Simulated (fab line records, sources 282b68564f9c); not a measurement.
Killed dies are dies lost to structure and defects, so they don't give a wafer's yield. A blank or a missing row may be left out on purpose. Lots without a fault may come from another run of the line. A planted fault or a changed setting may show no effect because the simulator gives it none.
fab line records | flow rit_cmos
record lots=13 wafers=39 last_day=7
route steps=202 shown PRETRO@74 FOX2@80 M1@184
lots that met no fault: from a run of the same line without faults
start_h: hours from the record's first day to the start of the lot's first wafer shown | wait_h: hours since the lot's step before | " the same as in the row above | L1.1+2: a row that stands for several wafers | - no value, or no start given | * or withheld: withheld | < > ~ a bound
route shown NAME@n: a module of which the file shows steps, and the number in the route of the first | usual: mean/standard deviation of fault-free wafers | same: alike in all rows | chamber/n: place in a boat | sites: the reading at each site | _std_site: their standard deviation | _edge_site: outer sites' mean less inner sites' | radius_mm: how far each site lies from the wafer's centre | mask NAME#n: copy n | behind: the tool/chamber that last shaped the wafer | hold: why the lot was held/for how many hours/how that ended | device: the transistor (n, p or np) that didn't switch | end of line: the same wafers' tests at the end of the route | a step without rows: its recipe alone | killed: dies lost to structure and defects at the first sort, not the wafer's yield | map: a wafer's dies, x killed, . not, _ none there
set.NAME: the setting as run; set.NAME@STEP: as run at that earlier step | model.NAME: the simulator's own value behind a step, which no gauge read
steps of the route over a sample of lots; a table a step, a row a wafer
services: from which hour (start_h, from the record's first day; less than 0 if before it) a tool's chamber was out of use, for how many hours, and why
## steps
# step RIT_PRETRO_TW_MEAS_10
# usual PRETRO_TW=478/4
# columns lot.wafer tool chamber start_h wait_h PRETRO_TW
L643.3 film_metro-03 - 37.35 0.1 480
L643.4 " - " " 479
L643.5 " - " " 479
L645.1 film_metro-03 - 42.35 0.1 478
L645.3 " - " " 480
L645.6 " - " " 478
L646.2 film_metro-02 - 49.38 0.1 486
L646.3 " - " " 486
L646.5 " - " " 484
L647.3 film_metro-02 - 52.35 0.1 484
L647.4 " - " " 483
L647.6 " - " " 483
L648.1 film_metro-03 - 57.21 0.1 476
L648.5 " - " " 475
L648.6 " - " " 475
L650.2 film_metro-03 - 68.05 0.1 474
L650.4 " - " " 474
L650.5 " - " " 476
L651.3 film_metro-01 - 73.16 0.1 475
L651.4 " - " " 475
L651.6 " - " " 477
L654.1 film_metro-03 - 88.90 0.1 477
L654.4 " - " " 477
L654.6 " - " " 478
L659.3 film_metro-02 - 112.09 0.1 484
L659.4 " - " " 479
L659.6 " - " " 479
L661.1 film_metro-01 - 122.07 0.1 477
L661.5 " - " " 475
L661.6 " - " " 476
L662.2 film_metro-01 - 127.29 0.1 475
L662.4 " - " " 474
L662.6 " - " " 475
L664.1 film_metro-03 - 137.51 0.1 473
L664.3 " - " " 474
L664.4 " - " " 472
L666.1 film_metro-03 - 145.99 0.1 473
L666.2 " - " " 474
L666.3 " - " " 476
# step RIT_FOX2_THK_MEAS_91
# recipe reads=SiO2_of_FOX2_OXIDATION_00
# usual FIELD_OXIDE_LEFT_2_THK=262/6.8
# columns lot.wafer tool chamber start_h wait_h FIELD_OXIDE_LEFT_2_THK[nm]
L643.3 film_metro-03 - 37.83 0.0 261
L643.4 " - " " 254
L643.5 " - " " 258
L645.1 film_metro-03 - 42.83 0.0 262
L645.3 " - " " 268
L645.6 " - " " 267
L646.2 film_metro-01 - 49.88 0.0 253
L646.3 " - " " 257
L646.5 " - " " 251
L647.3 film_metro-03 - 52.86 0.0 254
L647.4 " - " " 257
L647.6 " - " " 258
L648.1 film_metro-04 - 57.72 0.0 258
L648.5 " - " " 264
L648.6 " - " " 264
L650.2 film_metro-01 - 68.53 0.0 254
L650.4 " - " " 251
L650.5 " - " " 257
L651.3 film_metro-03 - 73.67 0.0 251
L651.4 " - " " 251
L651.6 " - " " 258
L654.1 film_metro-04 - 89.37 0.0 250
L654.4 " - " " 251
L654.6 " - " " 247
L659.3 film_metro-01 - 112.59 0.0 268
L659.4 " - " " 265
L659.6 " - " " 266
L661.1 film_metro-04 - 122.54 0.0 272
L661.5 " - " " 263
L661.6 " - " " 270
L662.2 film_metro-01 - 127.76 0.0 269
L662.4 " - " " 269
L662.6 " - " " 267
L664.1 film_metro-04 - 138.02 0.0 269
L664.3 " - " " 269
L664.4 " - " " 272
L666.1 film_metro-03 - 146.50 0.0 259
L666.2 " - " " 256
L666.3 " - " " 260
# step RIT_M1_SPUTTER_00
# recipe material=Al target_thk_nm=400 power_w=1952 chamber_pressure_pa=0.4 gas=Ar time_s=500 substrate_temp_c=25
# usual cathode_dc_power_W=1952.0/0.37 throttle_valve_pct=29.2/0.79
# columns lot.wafer tool chamber start_h wait_h cathode_dc_power_W throttle_valve_pct
L643.3 pvd_sputter-04 - 58.10 0.0 1951.9 28.2
L643.4 " - " " 1952.4 28.9
L643.5 " - " " 1951.4 28.8
L645.1 pvd_sputter-04 - 64.86 0.0 1952.0 28.3
L645.3 " - " " 1951.8 28.8
L645.6 " - " " 1952.0 28.3
L646.2 pvd_sputter-04 - 71.45 0.0 1951.8 28.2
L646.3 " - " " 1952.0 28.9
L646.5 " - " " 1952.3 28.1
L647.3 pvd_sputter-03 - 73.33 0.0 1951.7 29.3
L647.4 " - " " 1951.8 29.6
L647.6 " - " " 1952.2 29.8
L648.1 pvd_sputter-02 - 79.94 0.0 1951.9 30.4
L648.5 " - " " 1952.3 29.9
L648.6 " - " " 1951.8 30.2
L650.2 pvd_sputter-03 - 91.91 0.0 1952.6 29.4
L650.4 " - " " 1952.5 30.5
L650.5 " - " " 1952.3 29.6
L651.3 pvd_sputter-04 - 94.23 0.0 1952.4 28.0
L651.4 " - " " 1951.8 28.3
L651.6 " - " " 1952.4 28.1
L654.1 pvd_sputter-02 - 110.69 0.0 1950.7 30.0
L654.4 " - " " 1952.0 29.8
L654.6 " - " " 1951.9 29.5
L659.3 pvd_sputter-04 - 134.38 0.0 1952.6 28.3
L659.4 " - " " 1952.0 28.1
L659.6 " - " " 1952.2 28.7
L661.1 pvd_sputter-04 - 143.40 0.0 1952.0 28.2
L661.5 " - " " 1951.9 29.0
L661.6 " - " " 1952.0 28.3
L662.2 pvd_sputter-02 - 148.41 0.0 1951.8 30.0
L662.4 " - " " 1952.2 30.4
L662.6 " - " " 1951.5 29.8
L664.1 pvd_sputter-02 - 158.36 0.0 1952.6 29.7
L664.3 " - " " 1952.5 30.2
L664.4 " - " " 1951.9 29.9
L666.1 pvd_sputter-02 - 168.42 0.0 1952.3 29.5
L666.2 " - " " 1952.5 30.1
L666.3 " - " " 1951.7 30.2
# step RIT_M1_RS_MEAS_01
# recipe thk_meas_gauge=four-point-probe reads=Al_of_M1_SPUTTER_00
# usual M1_AL_RS=0.0755/0.00076
# columns lot.wafer tool chamber start_h wait_h M1_AL_RS[ohm/sq]
L643.3 film_metro-04 - 58.43 0.2 0.0751
L643.4 " - " " 0.0762
L643.5 " - " " 0.0760
L645.1 film_metro-02 - 65.15 0.1 0.0749
L645.3 " - " " 0.0763
L645.6 " - " " 0.0754
L646.2 film_metro-01 - 71.76 0.2 0.0750
L646.3 " - " " 0.0769
L646.5 " - " " 0.0755
L647.3 film_metro-01 - 73.67 0.2 0.0757
L647.4 " - " " 0.0758
L647.6 " - " " 0.0757
L648.1 film_metro-04 - 80.24 0.1 0.0750
L648.5 " - " " 0.0752
L648.6 " - " " 0.0745
L650.2 film_metro-04 - 92.22 0.2 0.0754
L650.4 " - " " 0.0740
L650.5 " - " " 0.0746
L651.3 film_metro-01 - 94.56 0.2 0.0746
L651.4 " - " " 0.0740
L651.6 " - " " 0.0748
L654.1 film_metro-01 - 110.99 0.1 0.0746
L654.4 " - " " 0.0754
L654.6 " - " " 0.0763
L659.3 film_metro-01 - 134.71 0.2 0.1251
L659.4 " - " " 0.0745
L659.6 " - " " 0.0746
L661.1 film_metro-02 - 143.69 0.1 0.0761
L661.5 " - " " 0.0769
L661.6 " - " " 0.1306
L662.2 film_metro-04 - 148.73 0.2 0.0756
L662.4 " - " " 0.0748
L662.6 " - " " 0.0749
L664.1 film_metro-02 - 158.66 0.1 0.0770
L664.3 " - " " 0.0767
L664.4 " - " " 0.0759
L666.1 film_metro-02 - 168.71 0.1 0.0765
L666.2 " - " " 0.0754
L666.3 " - " " 0.0744
# step RIT_M1_THK_MEAS_02
# recipe thk_meas_gauge=xrf reads=Al_of_M1_SPUTTER_00
# usual M1_AL_THK=384/5.1
# columns lot.wafer tool chamber start_h wait_h M1_AL_THK[nm]
L643.3 film_metro-04 - 58.53 0.1 385
L643.4 " - " " 385
L643.5 " - " " 383
L645.1 film_metro-02 - 65.27 0.1 388
L645.3 " - " " 377
L645.6 " - " " 382
L646.2 film_metro-01 - 71.87 0.1 387
L646.3 " - " " 376
L646.5 " - " " 381
L647.3 film_metro-01 - 73.77 0.1 385
L647.4 " - " " 381
L647.6 " - " " 386
L648.1 film_metro-04 - 80.36 0.1 387
L648.5 " - " " 386
L648.6 " - " " 389
L650.2 film_metro-04 - 92.33 0.1 386
L650.4 " - " " 392
L650.5 " - " " 390
L651.3 film_metro-01 - 94.66 0.1 388
L651.4 " - " " 392
L651.6 " - " " 388
L654.1 film_metro-01 - 111.11 0.1 391
L654.4 " - " " 386
L654.6 " - " " 385
L659.3 film_metro-01 - 134.81 0.1 236
L659.4 " - " " 391
L659.6 " - " " 391
L661.1 film_metro-02 - 143.81 0.1 379
L661.5 " - " " 376
L661.6 " - " " 227
L662.2 film_metro-04 - 148.84 0.1 384
L662.4 " - " " 390
L662.6 " - " " 385
L664.1 film_metro-02 - 158.78 0.1 372
L664.3 " - " " 374
L664.4 " - " " 380
L666.1 film_metro-02 - 168.83 0.1 373
L666.2 " - " " 382
L666.3 " - " " 389
# step RIT_M1_METAL_ETCH_12
# recipe stop_on=SiO2 chemistry=Cl2/BCl3 target=Al time_s=165 over_etch_frac=0.5 pressure_mtorr=100 target_depth_a=6000 rf_w=250 Cl2_flow_sccm=60 bcl3_flow_sccm=50
# usual bcl3_flow_sccm=50.00/0.13 drypump_motor_current_A=5.24/0.3 mfc_cl2_sccm=60.01/0.19 oes_product_au=0.771/0.016 throttle_valve_pct=8.24/0.11
# columns lot.wafer tool chamber start_h wait_h bcl3_flow_sccm drypump_motor_current_A mfc_cl2_sccm oes_product_au rf_hours_counter_h throttle_valve_pct
L643.3 rie_metal-01 1 59.91 0.2 49.85 5.19 59.91 0.770 - 8.34
L643.4 " 0 " " 50.27 5.34 59.80 0.771 - 8.25
L643.5 " 1 " " 50.00 5.22 59.97 0.763 - 8.32
L645.1 rie_metal-03 1 66.62 0.2 50.04 5.72 60.39 0.771 34 8.38
L645.3 " 0 " " 50.00 4.88 60.13 0.730 - 8.31
L645.6 " 1 " " 50.12 5.74 60.21 0.761 - 8.38
L646.2 rie_metal-01 1 73.33 0.2 50.07 5.20 60.03 0.777 4 8.32
L646.3 " 0 " " 49.81 5.31 59.92 0.767 - 8.25
L646.5 " 1 " " 50.17 5.20 59.91 0.771 - 8.32
L647.3 rie_metal-04 1 75.46 0.2 50.11 5.49 60.32 0.791 - 8.18
L647.4 " 0 " " 49.69 4.83 59.93 0.769 - 8.05
L647.6 " 0 " " 49.89 4.85 60.11 0.778 - 8.05
L648.1 rie_metal-03 1 81.86 0.2 50.05 5.74 60.09 0.775 34 8.38
L648.5 " 1 " " 50.13 5.75 60.06 0.764 - 8.39
L648.6 " 0 " " 50.17 4.90 59.95 0.742 - 8.30
L650.2 rie_metal-04 1 93.69 0.2 50.12 5.51 60.14 0.793 1 8.16
L650.4 " 0 " " 50.00 4.84 60.10 0.777 - 8.02
L650.5 " 0 " " 50.20 4.83 60.10 0.769 - 8.04
L651.3 rie_metal-03 0 96.05 0.2 50.04 4.90 60.52 0.740 - 8.31
L651.4 " 1 " " 50.01 5.74 59.95 0.771 - 8.38
L651.6 " 0 " " 50.06 4.91 60.37 0.734 - 8.30
L654.1 rie_metal-03 0 112.69 0.2 50.14 4.91 59.88 0.740 39 8.32
L654.4 " 1 " " 49.96 5.74 60.38 0.766 - 8.38
L654.6 " 0 " " 50.00 4.89 59.60 0.735 - 8.32
L659.3 rie_metal-04 1 136.34 0.2 49.95 5.48 60.14 0.618 - 8.21
L659.4 " 0 " " 50.13 4.85 60.35 0.780 - 8.03
L659.6 " 1 " " 49.81 5.50 60.00 0.795 - 8.18
L661.1 rie_metal-04 1 145.16 0.2 49.85 5.50 60.06 0.782 2 8.18
L661.5 " 1 " " 50.04 5.48 59.90 0.785 - 8.17
L661.6 " 0 " " 50.04 4.85 59.95 0.587 - 8.08
L662.2 rie_metal-01 1 150.17 0.2 50.11 5.21 59.86 0.765 5 8.33
L662.4 " 1 " " 49.92 5.21 59.91 0.781 - 8.32
L662.6 " 1 " " 50.12 5.22 59.97 0.774 - 8.32
L664.1 rie_metal-03 1 160.12 0.2 49.94 5.72 60.21 0.751 0 8.37
L664.3 " 0 " " 49.86 4.88 60.02 0.758 - 8.31
L664.4 " 1 " " 49.90 5.74 60.27 0.764 - 8.36
L666.1 rie_metal-04 1 170.30 0.2 50.09 5.51 60.06 0.779 2 8.17
L666.2 " 0 " " 50.17 4.83 60.23 0.769 2 8.03
L666.3 " 1 " " 50.08 5.51 60.15 0.801 - 8.17
# step RIT_M1_STRIP_14
# recipe chemistry=O2 time_s=180 platen_temp_c=withheld power_w=500 pressure_mtorr=4000 o2_flow_sccm=4000
# usual drypump_motor_current_A=5.6/0.46
# columns lot.wafer tool chamber start_h wait_h drypump_motor_current_A rf_hours_counter_h
L643.3 plasma_asher-01 0 60.25 0.1 5.0 -
L643.4 " 1 " " 6.0 -
L643.5 " 1 " " 6.0 -
L645.1 plasma_asher-04 1 66.97 0.0 6.0 40
L645.3 " 0 " " 5.1 -
L645.6 " 0 " " 5.1 -
L646.2 plasma_asher-04 1 73.69 0.0 6.0 41
L646.3 " 1 " " 6.0 -
L646.5 " 0 " " 5.1 -
L647.3 plasma_asher-01 0 75.84 0.1 5.0 -
L647.4 " 1 " " 6.0 -
L647.6 " 0 " " 5.0 -
L648.1 plasma_asher-02 1 82.20 0.0 6.1 25
L648.5 " 0 " " 5.6 -
L648.6 " 1 " " 6.1 -
L650.2 plasma_asher-04 1 94.03 0.0 6.0 43
L650.4 " 0 " " 5.1 -
L650.5 " 0 " " 5.1 -
L651.3 plasma_asher-04 0 96.39 0.1 5.1 -
L651.4 " 1 " " 6.0 -
L651.6 " 1 " " 6.0 -
L654.1 plasma_asher-01 1 113.03 0.0 6.0 49
L654.4 " 0 " " 5.0 -
L654.6 " 0 " " 5.0 -
L659.3 plasma_asher-01 0 136.70 0.1 5.0 -
L659.4 " 1 " " 6.0 -
L659.6 " 1 " " 6.0 -
L661.1 plasma_asher-04 0 145.50 0.0 5.1 4
L661.5 " 0 " " 5.1 -
L661.6 " 1 " " 6.0 -
L662.2 plasma_asher-02 0 150.51 0.0 5.7 26
L662.4 " 0 " " 5.7 -
L662.6 " 1 " " 6.1 -
L664.1 plasma_asher-01 0 160.46 0.0 5.0 55
L664.3 " 1 " " 6.0 -
L664.4 " 0 " " 5.0 -
L666.1 plasma_asher-01 0 170.66 0.0 5.0 56
L666.2 " 1 " " 6.0 56
L666.3 " 0 " " 5.0 -
# step RIT_M1_PROBE_99
# usual defect_limited_yield=97.4/1.2 killed_at_contacts=0.1/0.26 killed_at_front_end=7/3.2 killed_dies=7/3.2 killed_open=3.2/2.1 killed_short=3.7/2.1 sort_bin_3_pad_short=0.1/0.2 sort_bin_5_function=1.5/0.79 sort_bin_6_memory=1.0/0.68 sort_n_pass=257/3.2 sort_yield_pct=97.4/1.2
# same gross_dies=264 killed_at_M0_to_M3=0 killed_at_M4_up=0 killed_at_back_side=0 killed_at_other=0
# columns lot.wafer tool chamber start_h wait_h defect_limited_yield[%] killed_at_contacts killed_at_front_end killed_dies killed_open killed_short sort_bin_3_pad_short[%] sort_bin_5_function[%] sort_bin_6_memory[%] sort_n_pass sort_yield_pct[%]
L643.3 prober-02 - 62.93 0.2 94.3 0 15 15 6 9 1.1 2.3 2.3 249 94.3
L643.4 prober-02 - 62.98 0.2 95.5 0 12 12 8 4 0.4 2.3 1.9 252 95.5
L643.5 prober-02 - 63.03 0.2 98.1 0 5 5 2 3 0 1.9 0 259 98.1
L645.1 prober-02 - 69.21 0.1 96.6 0 9 9 5 4 0 2.7 0.8 255 96.6
L645.3 prober-02 - 69.31 0.2 99.2 0 2 2 0 2 0 0.4 0.4 262 99.2
L645.6 prober-02 - 69.46 0.2 98.1 0 5 5 1 4 0 1.1 0.8 259 98.1
L646.2 prober-01 - 75.95 0.1 97.7 0 6 6 3 3 0.4 1.5 0.4 258 97.7
L646.3 prober-01 - 76.00 0.2 97.3 0 7 7 4 3 0 1.5 1.1 257 97.3
L646.5 prober-01 - 76.10 0.2 95.8 0 11 11 3 8 0 3.0 1.1 253 95.8
L647.3 prober-02 - 77.79 0.2 93.6 2 15 17 11 6 0 2.3 4.2 247 93.6
L647.4 prober-02 - 77.84 0.2 97.0 0 8 8 4 4 0 1.9 1.1 256 97.0
L647.6 prober-02 - 77.94 0.2 97.7 0 6 6 3 3 0 1.1 1.1 258 97.7
L648.1 prober-01 - 84.52 0.1 95.8 0 11 11 5 6 0 2.7 1.5 253 95.8
L648.5 prober-01 - 84.72 0.2 97.3 0 7 7 4 3 0 2.3 0.4 257 97.3
L648.6 prober-01 - 84.77 0.2 97.7 0 6 6 4 2 0 1.5 0.8 258 97.7
L650.2 prober-01 - 96.36 0.1 97.0 0 8 8 3 5 0 1.9 1.1 256 97.0
L650.4 prober-01 - 96.46 0.2 96.6 0 9 9 1 8 0 1.5 1.9 255 96.6
L650.5 prober-01 - 96.51 0.2 96.6 0 9 9 6 3 0 1.9 1.5 255 96.6
L651.3 prober-02 - 98.77 0.2 97.7 0 6 6 3 3 0.4 1.1 0.8 258 97.7
L651.4 prober-02 - 98.82 0.2 97.0 0 8 8 4 4 0 1.1 1.9 256 97.0
L651.6 prober-02 - 98.92 0.2 99.6 0 1 1 0 1 0.4 0 0 263 99.6
L654.1 prober-01 - 115.58 0.1 98.1 0 5 5 2 3 0 0.8 1.1 259 98.1
L654.4 prober-01 - 115.73 0.2 97.3 0 7 7 3 4 0 2.3 0.4 257 97.3
L654.6 prober-01 - 115.83 0.2 98.9 0 3 3 1 2 0 0.8 0.4 261 98.9
L659.3 prober-02 - 138.66 0.2 96.2 0 10 10 7 3 0 2.3 1.5 254 96.2
L659.4 prober-02 - 138.71 0.2 98.5 0 4 4 2 2 0 0.4 1.1 260 98.5
L659.6 prober-02 - 138.81 0.2 98.9 0 3 3 3 0 0 0.8 0.4 261 98.9
L661.1 prober-02 - 148.63 0.1 99.2 0 2 2 1 1 0 0.4 0.4 262 99.2
L661.5 prober-02 - 148.83 0.2 98.5 0 4 4 2 2 0.4 0.8 0.4 260 98.5
L661.6 prober-02 - 148.88 0.2 95.8 0 11 11 6 5 0.4 2.3 1.5 253 95.8
L662.2 prober-01 - 153.72 0.1 95.8 0 11 11 5 5 0 2.7 1.5 253 95.8
L662.4 prober-01 - 153.82 0.2 93.9 0 16 16 8 8 0.4 3.0 2.7 248 93.9
L662.6 prober-01 - 153.92 0.2 97.0 0 8 8 2 5 0 1.9 1.1 256 97.0
L664.1 prober-01 - 162.38 0.1 97.7 0 6 6 2 4 0 0.8 1.5 258 97.7
L664.3 prober-01 - 162.48 0.2 97.3 0 7 7 4 3 0 1.5 1.1 257 97.3
L664.4 prober-01 - 162.53 0.2 98.5 1 3 4 3 1 0 1.1 0.4 260 98.5
L666.1 prober-01 - 172.69 0.1 98.1 0 5 5 5 0 0 1.1 0.8 259 98.1
L666.2 prober-01 - 172.74 0.1 97.3 0 7 7 3 4 0.4 2.3 0 257 97.3
L666.3 prober-01 - 172.79 0.2 97.7 0 6 6 2 4 0 1.1 1.1 258 97.7
# killed by level:class
L643.3 GATE:geometric_particle:short=3 SPACER:geometric_particle:short=3 FOX1:geometric_particle:open=2 GATE:geometric_particle:open=2 FOX1:geometric_particle:short=1 REOX:geometric_particle:short=1 REOX:geometric_particle:open=1 SILICIDE:geometric_particle:short=1
L643.4 GATE:geometric_particle:short=4 GATE:geometric_particle:open=3 SPACER:geometric_particle:open=3 FOX1:geometric_particle:open=1 SILICIDE:geometric_particle:open=1
L643.5 FOX1:geometric_particle:short=2 SILICIDE:geometric_particle:open=1 REOX:geometric_particle:short=1 SPACER:geometric_particle:open=1
L645.1 GATE:geometric_particle:open=2 SPACER:geometric_particle:short=2 FOX1:geometric_particle:open=1 FOX2:geometric_particle:short=1 FOX2:geometric_particle:open=1 GATE:geometric_particle:short=1 SPACER:geometric_particle:open=1
L645.3 GATE:geometric_particle:short=2
L645.6 GATE:geometric_particle:short=2 FOX1:geometric_particle:short=1 FOX1:geometric_particle:open=1 REOX:geometric_particle:short=1
L646.2 GATE:geometric_particle:open=3 GATE:geometric_particle:short=2 SPACER:geometric_particle:short=1
L646.3 GATE:geometric_particle:short=2 REOX:geometric_particle:open=2 FOX2:geometric_particle:open=1 GATE:geometric_particle:open=1 REOX:geometric_particle:short=1
L646.5 GATE:geometric_particle:short=3 SPACER:geometric_particle:short=3 GATE:geometric_particle:open=2 FOX2:geometric_particle:short=1 REOX:geometric_particle:short=1 REOX:geometric_particle:open=1
L647.3 SPACER:geometric_particle:open=6 FOX1:geometric_particle:short=2 REOX:geometric_particle:short=2 CONTACT:geometric_particle:open=2 FOX1:geometric_particle:open=1 GATE:geometric_particle:open=1 GATE:geometric_particle:short=1 SPACER:geometric_particle:short=1
L647.4 GATE:geometric_particle:open=3 SILICIDE:geometric_particle:short=2 FOX2:geometric_particle:open=1 GATE:geometric_particle:short=1 SPACER:geometric_particle:short=1
L647.6 GATE:geometric_particle:short=1 GATE:geometric_particle:open=1 REOX:geometric_particle:open=1 REOX:geometric_particle:short=1 SPACER:geometric_particle:open=1 SILICIDE:geometric_particle:short=1
L648.1 GATE:geometric_particle:short=4 GATE:geometric_particle:open=3 SPACER:geometric_particle:open=2 FOX1:geometric_particle:short=1 SPACER:geometric_particle:short=1
L648.5 GATE:geometric_particle:short=2 GATE:geometric_particle:open=2 REOX:geometric_particle:open=1 SPACER:geometric_particle:open=1 SILICIDE:geometric_particle:short=1
L648.6 SPACER:geometric_particle:open=2 FOX1:geometric_particle:open=1 FOX2:geometric_particle:short=1 GATE:geometric_particle:open=1 GATE:geometric_particle:short=1
L650.2 FOX1:geometric_particle:short=3 FOX2:geometric_particle:open=1 GATE:geometric_particle:open=1 REOX:geometric_particle:open=1 SPACER:geometric_particle:short=1 SILICIDE:geometric_particle:short=1
L650.4 GATE:geometric_particle:short=5 FOX2:geometric_particle:short=2 FOX1:geometric_particle:open=1 SILICIDE:geometric_particle:short=1
L650.5 GATE:geometric_particle:open=3 SILICIDE:geometric_particle:short=2 FOX2:geometric_particle:open=1 GATE:geometric_particle:short=1 REOX:geometric_particle:open=1 SPACER:geometric_particle:open=1
L651.3 GATE:geometric_particle:open=2 SPACER:geometric_particle:short=2 FOX2:geometric_particle:short=1 SPACER:geometric_particle:open=1
L651.4 FOX1:geometric_particle:short=1 FOX2:geometric_particle:short=1 FOX2:geometric_particle:open=1 GATE:geometric_particle:open=1 GATE:geometric_particle:short=1 SPACER:geometric_particle:open=1 SPACER:geometric_particle:short=1 SILICIDE:geometric_particle:open=1
L651.6 SILICIDE:geometric_particle:short=1
L654.1 REOX:geometric_particle:short=2 FOX1:geometric_particle:open=1 FOX2:geometric_particle:short=1 REOX:geometric_particle:open=1
L654.4 FOX2:geometric_particle:short=2 FOX2:geometric_particle:open=1 GATE:geometric_particle:short=1 GATE:geometric_particle:open=1 REOX:geometric_particle:short=1 SILICIDE:geometric_particle:open=1
L654.6 GATE:geometric_particle:short=1 GATE:geometric_particle:open=1 SPACER:geometric_particle:short=1
L659.3 GATE:geometric_particle:open=4 REOX:geometric_particle:short=2 REOX:geometric_particle:open=2 GATE:geometric_particle:short=1 SPACER:geometric_particle:open=1
L659.4 FOX1:geometric_particle:short=1 GATE:geometric_particle:open=1 REOX:geometric_particle:short=1 SPACER:geometric_particle:open=1
L659.6 GATE:geometric_particle:open=2 SILICIDE:geometric_particle:open=1
L661.1 SILICIDE:geometric_particle:open=1 SILICIDE:geometric_particle:short=1
L661.5 GATE:geometric_particle:open=1 GATE:geometric_particle:short=1 REOX:geometric_particle:short=1 SPACER:geometric_particle:open=1
L661.6 SILICIDE:geometric_particle:short=3 SILICIDE:geometric_particle:open=3 GATE:geometric_particle:open=2 ACTIVE:geometric_particle:short=1 GATE:geometric_particle:short=1 REOX:geometric_particle:open=1
L662.2 GATE:geometric_particle:open=2 GATE:geometric_particle:short=2 FOX1:geometric_particle:short=1 FOX2:geometric_particle:open=1 FOX2:geometric_particle:short=1 REOX:geometric_particle:open=1 SILICIDE:geometric_particle:open=1 SILICIDE:geometric_particle:short=1
L662.4 FOX2:geometric_particle:short=3 FOX2:geometric_particle:open=3 GATE:geometric_particle:short=2 GATE:geometric_particle:open=2 REOX:geometric_particle:short=2 FOX1:geometric_particle:open=1 REOX:geometric_particle:open=1 SPACER:geometric_particle:short=1
L662.6 GATE:geometric_particle:short=2 REOX:geometric_particle:short=2 GATE:geometric_particle:open=1 REOX:geometric_particle:open=1 SPACER:geometric_particle:short=1 PSD:coat_microbubble_printed=1
L664.1 GATE:geometric_particle:short=3 GATE:geometric_particle:open=1 SPACER:geometric_particle:short=1 SILICIDE:geometric_particle:open=1
L664.3 GATE:geometric_particle:open=2 FOX1:geometric_particle:short=1 GATE:geometric_particle:short=1 REOX:geometric_particle:open=1 SILICIDE:geometric_particle:short=1 SILICIDE:geometric_particle:open=1
L664.4 GATE:geometric_particle:open=2 SPACER:geometric_particle:short=1 CONTACT:geometric_particle:open=1
L666.1 FOX1:geometric_particle:open=2 GATE:geometric_particle:open=2 REOX:geometric_particle:open=1
L666.2 GATE:geometric_particle:open=2 GATE:geometric_particle:short=2 FOX1:geometric_particle:short=1 SPACER:geometric_particle:short=1 SPACER:geometric_particle:open=1
L666.3 GATE:geometric_particle:short=3 GATE:geometric_particle:open=2 SILICIDE:geometric_particle:short=1
## services
# columns tool chamber start_h hours kind
plasma_asher-02 - 92.79 55.8 repair
plasma_asher-04 - 108.92 9.0 pm
plasma_asher-04 0 108.92 9.0 vent_cycle
plasma_asher-04 1 108.92 9.0 vent_cycle
plasma_asher-04 0 117.92 - clean
plasma_asher-04 1 117.92 - clean
rie_metal-03 - 136.12 20.0 pm
rie_metal-03 0 136.12 20.0 vent_cycle
rie_metal-03 1 136.12 20.0 vent_cycle
plasma_asher-02 - 155.35 1.5 repair
rie_metal-03 0 156.12 - clean
rie_metal-03 1 156.12 - clean
## key
first_sign step=RIT_M1_RS_MEAS_01 reading=M1_AL_RS direction=up sigmas=68 usual=0.0755 struck=0.1278
effect step=RIT_M1_THK_MEAS_02 reading=M1_AL_THK direction=down sigmas=30 usual=384 struck=232
effect step=RIT_M1_METAL_ETCH_12 reading=oes_product_au direction=down sigmas=11 usual=0.771 struck=0.602
met_at RIT_M1_SPUTTER_00
struck_lots L659,L661
struck_wafers L659.3,L661.6
not_acting_at RIT_PRETRO_TW_MEAS_10,RIT_FOX2_THK_MEAS_91,RIT_M1_STRIP_14
onset_between 94.23 134.38
fault kind=process_parameter_drift tool=pvd_sputter-04 chamber=- onset_h=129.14 steps=RIT_M1_SPUTTER_00 channel=target_thk_nm offset=-159.12 shape=step end_h=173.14 stated=400 scope=struck_wafers_only
